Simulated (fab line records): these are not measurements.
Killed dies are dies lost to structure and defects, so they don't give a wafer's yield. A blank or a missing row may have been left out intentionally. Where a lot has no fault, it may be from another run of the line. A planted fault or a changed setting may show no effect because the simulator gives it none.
One fault seen from 2 desks || flow berkeleyCmos170 || each desk has only its own numbers; what lay behind them comes last

THE METROLOGY DESK
Lot by lot, what the gauges showed, no matter which tool ran the lot: averages of those sampled wafers that carry a number. If a lot's mean is further than 4 standard deviations from the usual mean, the lot is out of limits and carries the mark OUT (the distance appears in the brackets).
Columns: A = V2_POLISHED_THK at UCB170_V2_THK_MEAS_04, usual 999.7 nm
{"lot": "L266", "first seen here": "day 9 17:19", "A": 1000.5}
{"lot": "L271", "first seen here": "day 9 18:02", "A": 1000.2}
{"lot": "L265", "first seen here": "day 9 18:13", "A": 999.8}
{"lot": "L267", "first seen here": "day 9 18:20", "A": 1001.1}
{"lot": "L269", "first seen here": "day 9 18:31", "A": 999.1}
{"lot": "L270", "first seen here": "day 9 18:46", "A": 1000.6}
{"lot": "L268", "first seen here": "day 9 19:55", "A": 998.8}
{"lot": "L272", "first seen here": "day 10 04:23", "A": 999.9}
{"lot": "L273", "first seen here": "day 10 08:20", "A": 999.9}
{"lot": "L278", "first seen here": "day 10 23:56", "A": 998.3}
{"lot": "L279", "first seen here": "day 11 19:59", "A": 1001.4}
{"lot": "L282", "first seen here": "day 12 07:29", "A": 1000.4}
{"lot": "L281", "first seen here": "day 12 10:01", "A": 1000.1}
{"lot": "L288", "first seen here": "day 13 08:25", "A": 998.4}
Finding of this desk: none of the 14 lots has anything out of limits.

TOOL OWNER'S DESK, rieDiel-03
The tool's own readings at UCB170_M3_ETCH_17 (etches BARC in N2/H2): means of the sampled wafers that have a number, for each lot that ran on this tool. If a lot's mean is further than 4 standard deviations from the usual mean, the lot is out of limits and carries the mark OUT (the distance appears in the brackets).
Columns: A = drypumpMotorCurrentA at UCB170_M3_ETCH_17, usual 5.8 A; B = oesProductAu at UCB170_M3_ETCH_17, usual 1.014 a.u.; C = throttleValvePct at UCB170_M3_ETCH_17, usual 13.27 %
{"lot": "L271", "first seen here": "day 9 23:11", "A": 6.1, "B": 1.009, "C": 13.25}
{"lot": "L265", "first seen here": "day 9 23:28", "A": 6.2, "B": 0.999, "C": 13.20}
{"lot": "L270", "first seen here": "day 10 00:55", "A": 5.7, "B": 1.018, "C": 13.33}
{"lot": "L272", "first seen here": "day 10 10:38", "A": 6.0, "B": 1.006, "C": 13.27}
{"lot": "L273", "first seen here": "day 10 12:20", "A": 6.0, "B": 1.013, "C": 13.28}
{"lot": "L278", "first seen here": "day 11 05:47", "A": 6.3, "B": "0.804 (-11) OUT", "C": 13.19}
{"lot": "L279", "first seen here": "day 12 00:44", "A": 6.1, "B": "0.824 (-9.5) OUT", "C": 13.17}
Finding of this desk: L278, L279 out of limits; the first was L278 at day 11 05:47, on oesProductAu at UCB170_M3_ETCH_17. L271, L265, L270, L272, L273: within limits.

ALL TOGETHER
An alarm could have come from the tool owner's desk at day 11 05:47, on L278, L279.
The metrology desk saw nothing out of limits.
The metrology desk has L278, L279 on record, within its limits.
UCB170_M3_ETCH_17 was run on rieDiel-03 by each of the lots named.

WHAT WAS PUT IN BY THE SIMULATOR
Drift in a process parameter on rieDiel-03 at UCB170_M3_ETCH_17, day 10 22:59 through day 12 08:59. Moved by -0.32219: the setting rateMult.
Lots struck among those shown: L278, L279.
Hours from the fault's start to each desk's first reading out of limits: the tool owner's desk, 7.
